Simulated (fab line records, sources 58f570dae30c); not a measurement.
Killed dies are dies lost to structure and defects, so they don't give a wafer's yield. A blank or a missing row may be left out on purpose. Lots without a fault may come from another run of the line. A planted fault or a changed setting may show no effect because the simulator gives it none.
A struck lot beside a sound one | flow berkeley_cmos170 | 15 steps out of a route of 331
Sound: wafers L303.4, L303.5, L303.6. Struck: wafers L298.3, L298.4, L298.6. The cause comes at the end.
At each step with rows: each side's tool, then ch and its chambers, then its first start. Under that, the readings that differ: sound wafers | struck wafers | difference of the means | sigmas: that difference in standard deviations of wafers without a fault.
alike: readings whose means differ by less than 2 such deviations, and words and numbers that are the same on both sides. not compared: withheld readings, readings that some wafer has no value for, bounds like >300 that may hide the same value, and numbers for which the record gives no deviation and whose values overlap.
The two part at a step that has a row with sigmas, a row that says differs or no value, or rows on one side only. Numbers that don't overlap but have no deviation are shown without sigmas and don't part them. A reading that every wafer of one side lacks parts them only if that side has two wafers or more.

first, 6 steps without rows for these wafers: UCB170_V1_HMDS_06 (prime time 60 s); UCB170_V1_COAT_07 (resist thk 900 nm); UCB170_V1_SOFTBAKE_08 (time 60 s); UCB170_V1_EXPOSE_09 (exposes mask VIA1, target cd 700 nm); UCB170_V1_PEB_10; UCB170_V1_DEVELOP_11 (develop time 45 s).
UCB170_V1_CD_MEAS_12: target cd 700 nm.
  sound on cd_sem-02, day 12 02:29; struck on cd_sem-02, day 11 02:56
  alike: cd_nm
UCB170_V1_OVL_MEAS_13:
  sound on overlay-02, day 12 02:34; struck on overlay-02, day 11 03:02
  alike: V1_OVL
UCB170_V1_ETCH_14: etches SiO2 in CHF3/CF4/Ar, stops on Al, target depth 1250 nm, time 291 s.
  sound on rie_diel-01 ch 2,3, day 12 02:35; struck on rie_diel-02 ch 0,1, day 11 03:03
  alike: drypump_motor_current_A, mfc_ar_sccm, oes_product_au, throttle_valve_pct
  not compared: rf_hours_counter_h
UCB170_V1_STRIP_15: strips in O2.
  sound on plasma_asher-03 ch 0,1, day 12 02:48; struck on plasma_asher-01 ch 0,1, day 11 03:16
  alike: drypump_motor_current_A, oes_product_au, strip_time_to_endpoint_s
  not compared: rf_hours_counter_h
UCB170_V1_CD_MEAS_90: target cd 700 nm.
  sound on cd_sem-02, day 12 02:55; struck on cd_sem-02, day 11 03:40
  alike: cd_nm
then, 1 step without rows for these wafers: UCB170_M2_PRE_CLEAN_00 (preclean etch time 60 s).
UCB170_M2_SPUTTER_01: material Al, target thk 900 nm, time 120 s.
  sound on pvd_sputter-03, day 12 03:03; struck on pvd_sputter-03, day 11 03:48
  no value came back on the struck wafers for cathode_dc_power_W (W), chamber_pressure_pa (Pa), throttle_valve_pct (%); on the sound wafers cathode_dc_power_W (W) reads 6001.5 6000.5 5999.4
UCB170_M2_RS_MEAS_02: measures by four-point-probe.
  sound on film_metro-01, day 12 03:11; struck on film_metro-01, day 11 04:19
  reading           | sound                | struck | difference                    | sigmas
  M2_AL_RS (ohm/sq) | 0.0323 0.0328 0.0327 | - - -  | no value on the struck wafers |
  not compared: hold
UCB170_M3_PROBE_99:
  the record has rows for the sound wafers here (prober-01, day 12 13:29) and none for the struck ones

WHERE THEY PART
First at UCB170_M2_SPUTTER_01; last, within this record, at UCB170_M3_PROBE_99.

WHY: what the simulator had put in
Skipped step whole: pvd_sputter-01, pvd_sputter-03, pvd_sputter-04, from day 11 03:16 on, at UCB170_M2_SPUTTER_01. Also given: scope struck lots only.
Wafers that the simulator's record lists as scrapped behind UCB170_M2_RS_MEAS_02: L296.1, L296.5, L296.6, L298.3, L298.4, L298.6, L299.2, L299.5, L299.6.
